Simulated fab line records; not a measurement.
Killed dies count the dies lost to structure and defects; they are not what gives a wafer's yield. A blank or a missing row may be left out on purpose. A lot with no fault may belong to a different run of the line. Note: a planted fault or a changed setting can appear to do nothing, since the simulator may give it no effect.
One fault seen from 2 desks	flow berkeley-cmos170	what lay behind the numbers comes last; until then each desk has only its own

FROM THE METROLOGY DESK
What the gauges read for every lot (on any tool): the sampled wafers with a number, averaged. The brackets show how far a lot's mean lies from the usual mean; more than 4 standard deviations puts the lot out of limits, marked OUT.
Columns: A = cd-nm at UCB170_M1_CD_MEAS_09, usual 699.3 nm; B = M1_OVL at UCB170_M1_OVL_MEAS_10, usual 1 nm; C = cd-nm at UCB170_M1_CD_MEAS_90, usual 699.3 nm; D = V1_TEOS_THK at UCB170_V1_THK_MEAS_01, usual 1993 nm
lot	first seen here	A	B	C	D
L331	day 7 08:31	698.3	2	698.0	2010
L341	day 10 04:03	698.7	2	699.3	2014
L347	day 10 19:49	697.6	-2	698.7	1974
L353	day 11 14:24	700.0	1	700.5	2003
L351	day 11 14:41	699.3	1	699.8	1956
This desk found nothing out of limits on any of the 5 lots.

TOOL OWNER'S DESK, pecvd-04
The tool's own readings at UCB170_V1_CVD_00 (deposits SiO2 from TEOS/O2, target thk 2000 nm, time 250 s): means of the sampled wafers that have a number, for each lot that ran on this tool. The brackets show how far a lot's mean lies from the usual mean; more than 4 standard deviations puts the lot out of limits, marked OUT.
Columns: A = heater-power-w at UCB170_V1_CVD_00, usual 272 W; B = pressure-mtorr at UCB170_V1_CVD_00, usual 9000 mTorr; C = rf-fwd-power-W at UCB170_V1_CVD_00, usual 548.2 W; D = susceptor-temp-C at UCB170_V1_CVD_00, usual 390.01 C
lot	first seen here	A	B	C	D
L331	day 7 13:02	242	8996	546.8	390.12
L347	day 10 21:42	256	9017	525.9 (-12) OUT	390.20
This desk finds L347 out of limits, L347 being first, at day 10 21:42 (rf-fwd-power-W at UCB170_V1_CVD_00). L331: within limits.

PUT TOGETHER
On L347, at day 10 21:42, an alarm was possible from the tool owner's desk.
At the metrology desk, nothing out of limits was observed.
The metrology desk has L347 on record, within its limits.
On pecvd-04, each named lot ran UCB170_V1_CVD_00.

WHAT THE SIMULATOR HAD PUT IN
pecvd-04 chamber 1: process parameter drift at UCB170_V1_CVD_00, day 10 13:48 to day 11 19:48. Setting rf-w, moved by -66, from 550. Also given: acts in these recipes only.
Lots struck among those shown: L347.
Hours from the fault's start to each desk's first reading out of limits: the tool owner's desk, 8.
